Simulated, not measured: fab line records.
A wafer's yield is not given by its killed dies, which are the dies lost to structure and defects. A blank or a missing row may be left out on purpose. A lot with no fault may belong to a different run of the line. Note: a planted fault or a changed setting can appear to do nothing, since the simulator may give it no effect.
fab line records | flow ritCmos
record: lots: 14 wafers: 42 lastDay: 8
route steps=202 shown PRETRO@70 NLDD@109 CONTACT@168 M1@184
lots that met no fault: from a run of the same line without faults
startH: start of the lot's first displayed wafer, in hours after the record's first day | waitH: hours from the lot's prior step to this one | " the same as in the row above | L1.1+2: one row covering several wafers at once | - no value, or no start given | * or withheld: withheld | < > ~ a bound
route shown NAME@n: NAME is a module with steps in the file, n the number in the route of the first one | usual: mean/standard deviation of fault-free wafers | same: alike in all rows | chamber/n: place in a boat | sites: the reading at each site | _std_site: their standard deviation | _edge_site: mean of outer sites minus mean of inner sites | radiusMm: how far each site lies from the wafer's centre | mask NAME#n: copy n | behind: the most recent tool/chamber to have shaped the wafer | hold: reason for holding the lot/hours on hold/outcome of the hold | device: the n, p or np transistor that did not switch | end of line: the tests these same wafers got at the end of their route | for a step that has no rows: nothing shown but its recipe | killed: the dies lost at the first sort to structure and to defects; this is not the yield of the wafer | map: per-die view of a wafer (x killed, . not killed, _ where there is no die)
set.NAME: the setting as run; set.NAME@STEP: as run at that earlier step | model.NAME: the simulator's own value behind a step, which no gauge read
a sample of lots followed through the steps of the route, with each step as a table and each wafer as a row
services: a tool's chamber out of use, with start hour (startH, from the record's first day; less than 0 if before it), hours out, and reason
== steps ==
step: RIT_PRETRO_OVL_MEAS_06
usual: PRETRO_OVL: 0.8/1.6
columns lot.wafer tool chamber startH waitH PRETRO_OVL[nm]
L509.2 overlay-01 - 37.10 - -1.3
L509.4 " - " " -1.4
L509.6 " - " " -1.8
L510.1 overlay-02 - 43.14 - -0.1
L510.5 " - " " -0.3
L510.6 " - " " 0.2
L511.2 overlay-02 - 46.92 - 3.8
L511.3 " - " " 3.2
L511.6 " - " " 3.9
L512.1 overlay-02 - 53.80 - -0.7
L512.2 " - " " -0.9
L512.6 " - " " 0.4
L513.2 overlay-02 - 58.54 - 1.7
L513.5 " - " " 1.5
L513.6 " - " " 0.6
L514.1 overlay-01 - 62.66 - -0.6
L514.3 " - " " -2.6
L514.6 " - " " -1.7
L515.1 overlay-01 - 67.76 - 1.6
L515.4 " - " " 2.3
L515.5 " - " " 0.9
L517.1 overlay-02 - 79.47 - 1.4
L517.2 " - " " 2.6
L517.4 " - " " 0.9
L518.1 overlay-02 - 84.38 - 0.2
L518.2 " - " " 1.8
L518.6 " - " " 0.1
L519.1 overlay-02 - 87.39 - 0.5
L519.4 " - " " 1.8
L519.5 " - " " 0.5
L523.3 overlay-01 - 113.84 - 2.0
L523.4 " - " " 0.9
L523.5 " - " " 0.2
L529.4 overlay-01 - 141.01 - 1.9
L529.5 " - " " 1.4
L529.6 " - " " 1.3
L530.1 overlay-02 - 146.93 - 0.6
L530.3 " - " " 1.8
L530.6 " - " " 1.3
L531.3 overlay-02 - 150.70 - 3.1
L531.4 " - " " 2.3
L531.6 " - " " 2.3
step: RIT_NLDD_OVL_MEAS_06
usual: NLDD_OVL: -1.0/1.4
columns lot.wafer tool chamber startH waitH NLDD_OVL[nm]
L509.2 overlay-01 - 49.37 - -3.1
L509.4 " - " " -2.5
L509.6 " - " " -2.5
L510.1 overlay-02 - 53.07 - 1.1
L510.5 " - " " 0.1
L510.6 " - " " 1.1
L511.2 overlay-02 - 57.91 - 0.1
L511.3 " - " " -1.2
L511.6 " - " " -0.1
L512.1 overlay-02 - 68.35 - -0.9
L512.2 " - " " -2.4
L512.6 " - " " -0.6
L513.2 overlay-01 - 69.92 - -0.6
L513.5 " - " " -0.5
L513.6 " - " " -2.0
L514.1 overlay-02 - 72.41 - -4.0
L514.3 " - " " -2.6
L514.6 " - " " -1.4
L515.1 overlay-02 - 79.15 - -0.4
L515.4 " - " " -1.7
L515.5 " - " " -0.2
L517.1 overlay-02 - 91.84 - -0.1
L517.2 " - " " -1.4
L517.4 " - " " -0.1
L518.1 overlay-02 - 99.47 - -2.3
L518.2 " - " " -2.2
L518.6 " - " " -2.7
L519.1 overlay-02 - 106.77 - 0.1
L519.4 " - " " 0.3
L519.5 " - " " -2.2
L523.3 overlay-02 - 127.52 - -1.9
L523.4 " - " " -3.2
L523.5 " - " " -2.1
L529.4 overlay-01 - 156.82 - -3.1
L529.5 " - " " -1.2
L529.6 " - " " -2.4
L530.1 overlay-02 - 161.36 - -4.7
L530.3 " - " " -3.8
L530.6 " - " " -3.5
L531.3 overlay-02 - 163.39 - -0.1
L531.4 " - " " 1.8
L531.6 " - " " 1.5
step: RIT_CONTACT_CVD_00
recipe: material: SiO2 targetThkNm: 400 precursor: TEOS tempC: 390 timeS: 61 rfW: 400
usual: heaterPowerW: 324/50
columns lot.wafer tool chamber startH waitH heaterPowerW
L509.2 pecvd-01 1 58.34 0.0 220
L509.4 " 1 " " 237
L509.6 " 0 " " 396
L510.1 pecvd-02 2 62.28 0.1 269
L510.5 " 1 " " 357
L510.6 " 2 " " 279
L511.2 pecvd-03 1 68.15 0.0 362
L511.3 " 0 " " 361
L511.6 " 2 " " 300
L512.1 pecvd-01 1 77.87 0.1 216
L512.2 " 2 " " 326
L512.6 " 2 " " 340
L513.2 pecvd-02 2 79.58 0.0 231
L513.5 " 1 " " 354
L513.6 " 0 " " 362
L514.1 pecvd-03 1 81.47 0.1 290
L514.3 " 2 " " 297
L514.6 " 0 " " 291
L515.1 pecvd-01 0 88.15 0.1 417
L515.4 " 1 " " 229
L515.5 " 2 " " 281
L517.1 pecvd-03 0 100.71 0.1 300
L517.2 " 2 " " 325
L517.4 " 2 " " 330
L518.1 pecvd-01 0 108.72 0.1 403
L518.2 " 1 " " 277
L518.6 " 2 " " 368
L519.1 pecvd-02 0 116.24 0.1 314
L519.4 " 1 " " 343
L519.5 " 0 " " 327
L523.3 pecvd-03 1 137.59 0.0 286
L523.4 " 1 " " 314
L523.5 " 0 " " 382
L529.4 pecvd-03 1 166.09 0.0 344
L529.5 " 2 " " 347
L529.6 " 0 " " 361
L530.1 pecvd-02 1 171.83 0.1 327
L530.3 " 2 " " 300
L530.6 " 2 " " 216
L531.3 pecvd-01 1 174.04 0.0 272
L531.4 " 2 " " 278
L531.6 " 1 " " 279
step: RIT_M1_SPUTTER_00
recipe: material: Al targetThkNm: 400 powerW: 2000 chamberPressurePa: 0.4 gas: Ar timeS: 500 substrateTempC: 25
usual: chamberPressurePa: 0.4000/0.00079 throttleValvePct: 29.6/0.58
columns lot.wafer tool chamber startH waitH chamberPressurePa throttleValvePct
L509.2 pvdSputter-04 - 60.56 0.0 0.3996 29.2
L509.4 " - " " 0.4012 30.3
L509.6 " - " " 0.3993 29.4
L510.1 pvdSputter-03 - 64.50 0.0 0.3992 29.4
L510.5 " - " " 0.3991 29.4
L510.6 " - " " 0.3978 29.7
L511.2 pvdSputter-04 - 70.38 0.0 0.4001 30.3
L511.3 " - " " 0.3992 29.3
L511.6 " - " " 0.3999 29.3
L512.1 pvdSputter-04 - 80.20 0.0 0.3998 29.3
L512.2 " - " " 0.4007 30.3
L512.6 " - " " 0.4002 28.9
L513.2 pvdSputter-01 - 81.92 0.0 0.3992 29.2
L513.5 " - " " 0.4002 29.3
L513.6 " - " " 0.3999 28.9
L514.1 pvdSputter-03 - 83.92 0.0 0.3996 29.5
L514.3 " - " " 0.4002 29.3
L514.6 " - " " 0.3997 29.7
L515.1 pvdSputter-04 - 90.50 0.0 0.3999 29.2
L515.4 " - " " 0.3988 29.6
L515.5 " - " " 0.4012 29.0
L517.1 pvdSputter-04 - 103.65 0.0 0.3995 29.5
L517.2 " - " " 0.4002 29.1
L517.4 " - " " 0.3988 29.1
L518.1 pvdSputter-03 - 110.97 0.0 0.4006 29.5
L518.2 " - " " 0.4000 29.3
L518.6 " - " " 0.3997 30.2
L519.1 pvdSputter-04 - 118.58 0.0 0.3994 29.3
L519.4 " - " " 0.3992 29.6
L519.5 " - " " 0.4002 29.6
L523.3 pvdSputter-04 - 140.05 0.0 0.4007 29.2
L523.4 " - " " 0.3998 29.1
L523.5 " - " " 0.4006 29.2
L529.4 pvdSputter-04 - 168.41 0.0 0.4666 27.8
L529.5 " - " " 0.4681 27.2
L529.6 " - " " 0.4665 26.9
L530.1 pvdSputter-04 - 174.05 0.0 0.4677 27.0
L530.3 " - " " 0.4656 26.9
L530.6 " - " " 0.4664 27.1
L531.3 pvdSputter-01 - 176.28 0.0 0.3999 29.1
L531.4 " - " " 0.3992 29.0
L531.6 " - " " 0.3993 31.2
step: RIT_M1_RS_MEAS_01
recipe: thkMeasGauge: four-point-probe reads: Al_of_M1_SPUTTER_00
usual: M1_AL_RS: 0.0736/0.00077
columns lot.wafer tool chamber startH waitH M1_AL_RS[ohm/sq]
L509.2 filmMetro-03 - 60.88 0.2 0.0726
L509.4 " - " " 0.0729
L509.6 " - " " 0.0732
L510.1 filmMetro-01 - 64.80 0.1 0.0733
L510.5 " - " " 0.0730
L510.6 " - " " 0.0731
L511.2 filmMetro-01 - 70.69 0.2 0.0741
L511.3 " - " " 0.0733
L511.6 " - " " 0.0732
L512.1 filmMetro-02 - 80.50 0.1 0.0735
L512.2 " - " " 0.0742
L512.6 " - " " 0.0741
L513.2 filmMetro-03 - 82.24 0.2 0.0742
L513.5 " - " " 0.0741
L513.6 " - " " 0.0729
L514.1 filmMetro-03 - 84.22 0.1 0.0733
L514.3 " - " " 0.0732
L514.6 " - " " 0.0738
L515.1 filmMetro-01 - 90.79 0.1 0.0731
L515.4 " - " " 0.0736
L515.5 " - " " 0.0733
L517.1 filmMetro-03 - 103.95 0.1 0.0743
L517.2 " - " " 0.0730
L517.4 " - " " 0.0736
L518.1 filmMetro-01 - 111.27 0.1 0.0746
L518.2 " - " " 0.0746
L518.6 " - " " 0.0744
L519.1 filmMetro-01 - 118.88 0.1 0.0736
L519.4 " - " " 0.0743
L519.5 " - " " 0.0746
L523.3 filmMetro-01 - 140.38 0.2 0.0749
L523.4 " - " " 0.0741
L523.5 " - " " 0.0742
L529.4 filmMetro-02 - 168.77 0.2 0.0781
L529.5 " - " " 0.0769
L529.6 " - " " 0.0760
L530.1 filmMetro-01 - 174.35 0.1 0.0785
L530.3 " - " " 0.0778
L530.6 " - " " 0.0771
L531.3 filmMetro-01 - 176.61 0.2 0.0722
L531.4 " - " " 0.0722
L531.6 " - " " 0.0724
step: RIT_M1_THK_MEAS_02
recipe: thkMeasGauge: xrf reads: Al_of_M1_SPUTTER_00
usual: M1_AL_THK: 400/4.5
columns lot.wafer tool chamber startH waitH M1_AL_THK[nm]
L509.2 filmMetro-03 - 60.99 0.1 408
L509.4 " - " " 405
L509.6 " - " " 403
L510.1 filmMetro-01 - 64.92 0.1 401
L510.5 " - " " 402
L510.6 " - " " 400
L511.2 filmMetro-01 - 70.80 0.1 397
L511.3 " - " " 402
L511.6 " - " " 400
L512.1 filmMetro-02 - 80.62 0.1 396
L512.2 " - " " 394
L512.6 " - " " 393
L513.2 filmMetro-03 - 82.35 0.1 396
L513.5 " - " " 396
L513.6 " - " " 404
L514.1 filmMetro-03 - 84.34 0.1 401
L514.3 " - " " 404
L514.6 " - " " 398
L515.1 filmMetro-01 - 90.91 0.1 403
L515.4 " - " " 402
L515.5 " - " " 404
L517.1 filmMetro-03 - 104.07 0.1 396
L517.2 " - " " 403
L517.4 " - " " 398
L518.1 filmMetro-01 - 111.39 0.1 396
L518.2 " - " " 398
L518.6 " - " " 399
L519.1 filmMetro-01 - 119.00 0.1 402
L519.4 " - " " 398
L519.5 " - " " 398
L523.3 filmMetro-01 - 140.48 0.1 399
L523.4 " - " " 402
L523.5 " - " " 399
L529.4 filmMetro-02 - 168.86 0.1 382
L529.5 " - " " 385
L529.6 " - " " 391
L530.1 filmMetro-01 - 174.47 0.1 381
L530.3 " - " " 384
L530.6 " - " " 388
L531.3 filmMetro-01 - 176.71 0.1 410
L531.4 " - " " 411
L531.6 " - " " 412
step: RIT_M1_PROBE_99
usual: defectLimitedYield: 97.4/1.2 killed_at_M0_to_M3: 0.0/0.083 killedAtContacts: 0.1/0.23 killedAtFrontEnd: 7/3.1 killedDies: 7/3.1 killedOpen: 3.3/2 killedShort: 3.6/1.9 sort_bin_3_pad_short: 0.1/0.23 sort_bin_5_function: 1.5/0.81 sort_bin_6_memory: 1.0/0.63 sortNPass: 257/3.1 sortYieldPct: 97.4/1.2
same: grossDies: 264 killed_at_M4_up: 0 killedAtBackSide: 0 killedAtOther: 0
columns lot.wafer tool chamber startH waitH defectLimitedYield[%] killed_at_M0_to_M3 killedAtContacts killedAtFrontEnd killedDies killedOpen killedShort sort_bin_3_pad_short[%] sort_bin_5_function[%] sort_bin_6_memory[%] sortNPass sortYieldPct[%]
L509.2 prober-01 - 64.63 0.1 97.3 0 0 7 7 4 3 0.4 0.8 1.5 257 97.3
L509.4 prober-01 - 64.73 0.2 97.3 0 0 7 7 3 4 0 0.8 1.9 257 97.3
L509.6 prober-01 - 64.83 0.2 97.3 0 1 6 7 5 2 0.4 1.5 0.8 257 97.3
L510.1 prober-02 - 68.56 0.1 96.6 0 0 9 9 4 5 0.4 1.1 1.9 255 96.6
L510.5 prober-02 - 68.76 0.2 97.0 1 0 7 8 0 8 0.4 1.5 1.1 256 97.0
L510.6 prober-02 - 68.81 0.2 97.0 0 0 8 8 4 4 0 2.7 0.4 256 97.0
L511.2 prober-01 - 74.46 0.1 97.7 0 0 6 6 2 4 0 1.1 1.1 258 97.7
L511.3 prober-01 - 74.51 0.2 96.2 0 0 10 10 4 6 0.4 1.5 1.9 254 96.2
L511.6 prober-01 - 74.66 0.2 96.6 0 0 9 9 6 3 0 1.9 1.5 255 96.6
L512.1 prober-02 - 84.52 0.1 96.6 0 0 9 9 5 4 0.4 2.3 0.8 255 96.6
L512.2 prober-02 - 84.57 0.1 98.1 0 0 5 5 2 3 0.8 0.4 0.8 259 98.1
L512.6 prober-02 - 84.77 0.2 97.0 0 0 8 8 3 5 0 2.3 0.8 256 97.0
L513.2 prober-01 - 85.99 0.1 97.3 0 1 6 7 2 5 0 1.5 1.1 257 97.3
L513.5 prober-01 - 86.14 0.2 96.6 0 0 9 9 3 6 0 1.9 1.5 255 96.6
L513.6 prober-01 - 86.19 0.2 98.5 0 0 4 4 1 3 0 0.8 0.8 260 98.5
L514.1 prober-02 - 88.06 0.1 98.1 0 0 5 5 3 2 0 1.5 0.4 259 98.1
L514.3 prober-02 - 88.16 0.2 97.7 0 0 6 6 3 3 0 0.8 1.5 258 97.7
L514.6 prober-02 - 88.31 0.2 96.6 0 0 9 9 4 5 0 1.5 1.9 255 96.6
L515.1 prober-01 - 94.63 0.1 97.0 0 0 8 8 4 4 0 1.5 1.5 256 97.0
L515.4 prober-01 - 94.78 0.2 97.3 0 0 7 7 3 4 0.4 1.5 0.8 257 97.3
L515.5 prober-01 - 94.83 0.2 93.9 0 0 16 16 5 11 0.4 3.4 2.3 248 93.9
L517.1 prober-01 - 107.99 0.1 99.2 0 0 2 2 1 1 0.4 0.4 0 262 99.2
L517.2 prober-01 - 108.04 0.1 97.3 0 0 7 7 2 5 0 1.5 1.1 257 97.3
L517.4 prober-01 - 108.14 0.2 98.1 0 0 5 5 2 3 0 1.5 0.4 259 98.1
L518.1 prober-02 - 114.98 0.1 97.0 0 0 8 8 1 7 0.8 0.4 1.9 256 97.0
L518.2 prober-02 - 115.03 0.1 98.5 0 0 4 4 2 2 0 0.4 1.1 260 98.5
L518.6 prober-02 - 115.23 0.2 95.8 0 0 11 11 6 5 0.8 2.3 1.1 253 95.8
L519.1 prober-01 - 122.72 0.1 97.7 0 0 6 6 3 3 0 1.5 0.8 258 97.7
L519.4 prober-01 - 122.87 0.2 96.2 0 0 10 10 4 6 0.8 1.5 1.5 254 96.2
L519.5 prober-01 - 122.92 0.2 97.7 0 0 6 6 5 1 0 1.1 1.1 258 97.7
L523.3 prober-01 - 144.35 0.2 98.5 0 0 4 4 2 2 0 1.5 0 260 98.5
L523.4 prober-01 - 144.40 0.2 97.7 0 0 6 6 3 3 0 0.8 1.5 258 97.7
L523.5 prober-01 - 144.45 0.2 98.9 0 0 3 3 0 3 0 0.8 0.4 261 98.9
L529.4 prober-01 - 173.12 0.2 97.3 0 0 7 7 4 3 0 1.5 1.1 257 97.3
L529.5 prober-01 - 173.17 0.2 98.1 0 0 5 5 3 2 0 1.5 0.4 259 98.1
L529.6 prober-01 - 173.22 0.2 97.7 0 0 6 6 2 4 0 1.5 0.8 258 97.7
L530.1 prober-01 - 178.67 0.1 97.0 0 1 7 8 6 2 0 2.7 0.4 256 97.0
L530.3 prober-01 - 178.77 0.2 97.3 0 0 7 7 1 6 0.4 0.8 1.5 257 97.3
L530.6 prober-01 - 178.92 0.2 98.5 0 0 4 4 2 2 0 0.8 0.8 260 98.5
L531.3 prober-02 - 180.51 0.2 98.9 0 0 3 3 1 2 0 1.1 0 261 98.9
L531.4 prober-02 - 180.56 0.2 98.9 0 0 3 3 1 2 0 0.8 0.4 261 98.9
L531.6 prober-02 - 180.66 0.2 98.1 0 0 5 5 2 3 0 1.5 0.4 259 98.1
killed by level:class
L509.2 GATE:geometricParticle:short=3 GATE:geometricParticle:open=3 SPACER:geometricParticle:open=1
L509.4 GATE:geometricParticle:short=2 SILICIDE:geometricParticle:short=2 FOX1:geometricParticle:open=1 REOX:geometricParticle:open=1 SILICIDE:geometricParticle:open=1
L509.6 GATE:geometricParticle:open=2 FOX2:geometricParticle:open=1 GATE:geometricParticle:short=1 SPACER:geometricParticle:open=1 SILICIDE:geometricParticle:open=1 CONTACT:geometricParticle:short=1
L510.1 GATE:geometricParticle:short=4 GATE:geometricParticle:open=2 FOX2:geometricParticle:open=1 REOX:geometricParticle:short=1 SPACER:geometricParticle:open=1
L510.5 GATE:geometricParticle:short=3 FOX1:geometricParticle:short=1 REOX:geometricParticle:short=1 SPACER:geometricParticle:short=1 SILICIDE:geometricParticle:short=1 M1:geometricParticle:short=1
L510.6 FOX1:geometricParticle:short=2 FOX1:geometricParticle:open=1 GATE:geometricParticle:short=1 REOX:geometricParticle:open=1 SPACER:geometricParticle:open=1 SILICIDE:geometricParticle:short=1 SILICIDE:geometricParticle:open=1
L511.2 ACTIVE:geometricParticle:short=1 FOX1:geometricParticle:short=1 GATE:geometricParticle:short=1 GATE:geometricParticle:open=1 SILICIDE:geometricParticle:short=1 SILICIDE:geometricParticle:open=1
L511.3 GATE:geometricParticle:short=4 GATE:geometricParticle:open=3 FOX1:geometricParticle:open=1 FOX2:geometricParticle:short=1 REOX:geometricParticle:short=1
L511.6 GATE:geometricParticle:open=4 GATE:geometricParticle:short=2 FOX1:geometricParticle:open=1 FOX2:geometricParticle:short=1 SILICIDE:geometricParticle:open=1
L512.1 GATE:geometricParticle:open=3 FOX1:geometricParticle:open=2 FOX1:geometricParticle:short=1 GATE:geometricParticle:short=1 REOX:geometricParticle:short=1 SPACER:geometricParticle:short=1
L512.2 FOX1:geometricParticle:short=1 FOX2:geometricParticle:open=1 GATE:geometricParticle:short=1 REOX:geometricParticle:short=1 SILICIDE:geometricParticle:open=1
L512.6 GATE:geometricParticle:short=3 FOX1:geometricParticle:open=1 FOX2:geometricParticle:open=1 FOX2:geometricParticle:short=1 SPACER:geometricParticle:open=1 SPACER:geometricParticle:short=1
L513.2 ACTIVE:geometricParticle:short=1 FOX1:geometricParticle:short=1 FOX2:geometricParticle:short=1 REOX:geometricParticle:short=1 SPACER:geometricParticle:open=1 SILICIDE:geometricParticle:short=1 CONTACT:geometricParticle:open=1
L513.5 FOX2:geometricParticle:short=2 SILICIDE:geometricParticle:short=2 FOX1:geometricParticle:open=1 FOX1:geometricParticle:short=1 GATE:geometricParticle:open=1 REOX:geometricParticle:short=1 REOX:geometricParticle:open=1
L513.6 GATE:geometricParticle:short=2 FOX1:geometricParticle:short=1 SILICIDE:geometricParticle:open=1
L514.1 ACTIVE:geometricParticle:short=1 GATE:geometricParticle:open=1 REOX:geometricParticle:open=1 SPACER:geometricParticle:short=1 SPACER:geometricParticle:open=1
L514.3 GATE:geometricParticle:short=3 SPACER:geometricParticle:open=2 SILICIDE:geometricParticle:open=1
L514.6 GATE:geometricParticle:open=3 FOX1:geometricParticle:short=1 GATE:geometricParticle:short=1 REOX:geometricParticle:short=1 SPACER:geometricParticle:short=1 SPACER:geometricParticle:open=1 SILICIDE:geometricParticle:short=1
L515.1 FOX2:geometricParticle:open=2 FOX1:geometricParticle:short=1 GATE:geometricParticle:short=1 GATE:geometricParticle:open=1 REOX:geometricParticle:short=1 SPACER:geometricParticle:short=1 SPACER:geometricParticle:open=1
L515.4 GATE:geometricParticle:short=2 FOX2:geometricParticle:short=1 GATE:geometricParticle:open=1 REOX:geometricParticle:short=1 REOX:geometricParticle:open=1 SPACER:geometricParticle:open=1
L515.5 GATE:geometricParticle:short=6 GATE:geometricParticle:open=3 REOX:geometricParticle:short=3 REOX:geometricParticle:open=1 SPACER:geometricParticle:open=1 SPACER:geometricParticle:short=1 SILICIDE:geometricParticle:short=1
L517.1 SPACER:geometricParticle:open=1 SPACER:geometricParticle:short=1
L517.2 GATE:geometricParticle:short=2 REOX:geometricParticle:open=2 FOX1:geometricParticle:short=1 FOX2:geometricParticle:short=1 SPACER:geometricParticle:short=1
L517.4 FOX1:geometricParticle:open=1 GATE:geometricParticle:short=1 GATE:geometricParticle:open=1 REOX:geometricParticle:short=1 SILICIDE:geometricParticle:short=1
L518.1 GATE:geometricParticle:short=3 SILICIDE:geometricParticle:short=2 FOX1:geometricParticle:short=1 SPACER:geometricParticle:short=1 SILICIDE:geometricParticle:open=1
L518.2 REOX:geometricParticle:short=2 GATE:geometricParticle:open=1 SPACER:geometricParticle:open=1
L518.6 GATE:geometricParticle:open=3 REOX:geometricParticle:short=2 FOX2:geometricParticle:open=1 GATE:geometricParticle:short=1 SPACER:geometricParticle:short=1 SPACER:geometricParticle:open=1 SILICIDE:geometricParticle:short=1 SILICIDE:geometricParticle:open=1
L519.1 FOX1:geometricParticle:open=1 GATE:geometricParticle:open=1 GATE:geometricParticle:short=1 REOX:geometricParticle:open=1 REOX:geometricParticle:short=1 SPACER:geometricParticle:short=1
L519.4 FOX1:geometricParticle:open=2 FOX1:geometricParticle:short=2 GATE:geometricParticle:short=2 FOX2:geometricParticle:open=1 REOX:geometricParticle:short=1 SILICIDE:geometricParticle:open=1 SILICIDE:geometricParticle:short=1
L519.5 GATE:geometricParticle:open=3 GATE:geometricParticle:short=1 REOX:geometricParticle:open=1 SILICIDE:geometricParticle:open=1
L523.3 GATE:geometricParticle:open=2 SPACER:geometricParticle:short=2
L523.4 GATE:geometricParticle:open=3 GATE:geometricParticle:short=2 FOX1:geometricParticle:short=1
L523.5 FOX2:geometricParticle:short=1 GATE:geometricParticle:short=1 SPACER:geometricParticle:short=1
L529.4 GATE:geometricParticle:short=2 FOX1:geometricParticle:open=1 FOX2:geometricParticle:short=1 GATE:geometricParticle:open=1 REOX:geometricParticle:open=1 SPACER:geometricParticle:open=1
L529.5 FOX2:geometricParticle:open=1 GATE:geometricParticle:short=1 REOX:geometricParticle:short=1 REOX:geometricParticle:open=1 SPACER:geometricParticle:open=1
L529.6 FOX1:geometricParticle:open=1 FOX2:geometricParticle:short=1 GATE:geometricParticle:short=1 REOX:geometricParticle:short=1 SPACER:geometricParticle:short=1 SPACER:geometricParticle:open=1
L530.1 GATE:geometricParticle:short=2 GATE:geometricParticle:open=2 FOX1:geometricParticle:open=1 REOX:geometricParticle:open=1 SPACER:geometricParticle:open=1 CONTACT:geometricParticle:open=1
L530.3 FOX1:geometricParticle:short=2 GATE:geometricParticle:short=2 REOX:geometricParticle:short=2 FOX1:geometricParticle:open=1
L530.6 FOX1:geometricParticle:open=1 FOX1:geometricParticle:short=1 GATE:geometricParticle:short=1 SPACER:geometricParticle:open=1
L531.3 FOX2:geometricParticle:open=1 GATE:geometricParticle:short=1 SILICIDE:geometricParticle:short=1
L531.4 GATE:geometricParticle:short=2 GATE:geometricParticle:open=1
L531.6 FOX1:geometricParticle:short=1 FOX2:geometricParticle:open=1 GATE:geometricParticle:open=1 SPACER:geometricParticle:short=1 SILICIDE:geometricParticle:short=1
== services ==
columns tool chamber startH hours kind
pvdSputter-03 - 40.48 22.1 repair
pecvd-01 1 69.63 6.7 repair
pecvd-03 - 95.32 1.0 repair
pecvd-01 - 111.20 2.8 pm
pvdSputter-01 - 132.71 15.2 repair
pecvd-01 - 147.62 8.8 repair
pecvd-03 - 160.16 0.7 repair
pvdSputter-04 - 164.86 2.7 repair
pvdSputter-01 - 165.27 4.8 repair
== key ==
firstSign: step: RIT_M1_SPUTTER_00 reading: chamberPressurePa direction: up sigmas: 85 usual: 0.4000 struck: 0.4668
effect: step: RIT_M1_SPUTTER_00 reading: throttleValvePct direction: down sigmas: 4.2 usual: 29.6 struck: 27.2
effect: step: RIT_M1_RS_MEAS_01 reading: M1_AL_RS direction: up sigmas: 5 usual: 0.0736 struck: 0.0774
effect: step: RIT_M1_THK_MEAS_02 reading: M1_AL_THK direction: down sigmas: 3.4 usual: 400 struck: 385
metAt RIT_M1_SPUTTER_00
struckLots L529,L530
notActingAt RIT_PRETRO_OVL_MEAS_06,RIT_NLDD_OVL_MEAS_06,RIT_CONTACT_CVD_00
onsetBetween 140.05 168.41
fault: kind: processParameterDrift tool: pvdSputter-04 chamber: - onsetH: 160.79 steps: RIT_M1_SPUTTER_00 channel: chamberPressurePa offset: 0.067172 shape: step endH: 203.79 stated: 0.4
